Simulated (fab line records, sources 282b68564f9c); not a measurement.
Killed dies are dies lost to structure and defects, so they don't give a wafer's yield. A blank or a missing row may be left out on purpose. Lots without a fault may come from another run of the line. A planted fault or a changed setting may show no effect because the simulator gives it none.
A struck lot beside a sound one | flow rit_cmos | 23 steps out of a route of 202
Sound: wafers L661.2, L661.3, L661.5. Struck: wafers L667.4, L667.5, L667.6. The cause comes at the end.
At each step with rows: each side's tool, then ch and its chambers, then its first start. Under that, the readings that differ: sound wafers | struck wafers | difference of the means | sigmas: that difference in standard deviations of wafers without a fault.
alike: readings whose means differ by less than 2 such deviations, and words and numbers that are the same on both sides. not compared: withheld readings, readings that some wafer has no value for, bounds like >300 that may hide the same value, and numbers for which the record gives no deviation and whose values overlap.
The two part at a step that has a row with sigmas, a row that says differs or no value, or rows on one side only. Numbers that don't overlap but have no deviation are shown without sigmas and don't part them. A reading that every wafer of one side lacks parts them only if that side has two wafers or more.

first, 5 steps without rows for these wafers: RIT_GATE_WET_ETCH_00 (etches SiO2 in BOE, target depth 56 nm, time 60 s); RIT_GATE_CLEAN_01 (cleans in SC1, time 600 s); RIT_GATE_CLEAN_02 (cleans in dHF, time 30 s); RIT_GATE_CLEAN_03 (cleans in SC2, time 600 s); RIT_GATE_CLEAN_04 (cleans in dHF, time 60 s).
RIT_FOX2_THK_MEAS_91:
  sound on film_metro-04, day 4 17:23; struck on film_metro-03, day 5 20:30
  reading                     | sound       | struck      | difference | sigmas
  FIELD_OXIDE_LEFT_2_THK (nm) | 251 253 249 | 273 272 267 | +20        | +3
then, 2 steps without rows for these wafers: RIT_GATE_OXIDATION_05 (target thk 3 nm, ox time 276.9 s); RIT_GATE_ANNEAL_06 (time 600 s).
RIT_GATE_THK_MEAS_07:
  sound on film_metro-04, day 4 18:46; struck on film_metro-01, day 5 23:10
  alike: GATE_OXIDE_THK
then, 1 step without rows for these wafers: RIT_GATE_CVD_08 (deposits poly-Si from SiH4, target thk 250 nm, time 2220 s).
RIT_GATE_THK_MEAS_09:
  sound on film_metro-01, day 4 20:26; struck on film_metro-03, day 6 00:51
  alike: GATE_POLY_THK
then, 1 step without rows for these wafers: RIT_GATE_HMDS_10 (prime time 60 s).
RIT_GATE_COAT_11: resist thk 850 nm.
  sound on litho_track-01 ch 0, day 4 20:44; struck on litho_track-01 ch 0, day 6 01:06
  reading                                   | sound             | struck            | difference | sigmas
  spin_speed_rpm (rpm)                      | 4246 4251 4251    | 4137 4136 4132    | -114       | -36
  model.NOVOLAK_of_GATE_COAT_11.thk_nm (nm) | 847.6 848.5 845.4 | 860.4 859.5 859.5 | +12.6      |
  alike: exhaust_pa
then, 4 steps without rows for these wafers: RIT_GATE_SOFTBAKE_12 (time 60 s); RIT_GATE_EXPOSE_13 (exposes mask M6, target cd 150 nm); RIT_GATE_PEB_14; RIT_GATE_DEVELOP_15 (develop time 50 s).
RIT_GATE_CD_MEAS_16: target cd 150 nm.
  sound on cd_sem-01, day 4 21:34; struck on cd_sem-02, day 6 01:55
  alike: cd_nm
RIT_GATE_OVL_MEAS_17:
  sound on overlay-01, day 4 21:40; struck on overlay-01, day 6 01:59
  alike: GATE_OVL
then, 1 step without rows for these wafers: RIT_GATE_HARDBAKE_18 (time 60 s).
RIT_GATE_ETCH_19: etches poly-Si in SF6/CHF3/O2, stops on SiO2, time 165 s, target depth 312.5 nm.
  sound on rie_si-01 ch 1,2, day 4 22:02; struck on rie_si-01 ch 0,1,2, day 6 02:10
  reading                                   | sound           | struck          | difference | sigmas
  model.NOVOLAK_of_GATE_COAT_11.thk_nm (nm) | 671.3 665.9 669 | 682.2 678 676.4 | +10.1      |
  alike: drypump_motor_current_A, oes_product_au, throttle_valve_pct
  not compared: rf_hours_counter_h
RIT_GATE_STRIP_20: strips in O2, time 180 s.
  sound on plasma_asher-03 ch 0,1, day 4 22:09; struck on plasma_asher-01 ch 0,1, day 6 02:20
  alike: drypump_motor_current_A
  not compared: rf_hours_counter_h
RIT_M1_PROBE_99:
  sound on prober-01, day 5 19:38; struck on prober-01, day 6 22:46
  alike: killed_at_contacts, killed_at_front_end, killed_dies, killed_open, killed_short

WHERE THEY PART
First at RIT_FOX2_THK_MEAS_91; last, within this record, at RIT_GATE_COAT_11. Later steps at which nothing parts them and some readings are alike: RIT_GATE_CD_MEAS_16, RIT_GATE_OVL_MEAS_17, RIT_GATE_ETCH_19, RIT_GATE_STRIP_20, RIT_M1_PROBE_99.

WHY: what the simulator had put in
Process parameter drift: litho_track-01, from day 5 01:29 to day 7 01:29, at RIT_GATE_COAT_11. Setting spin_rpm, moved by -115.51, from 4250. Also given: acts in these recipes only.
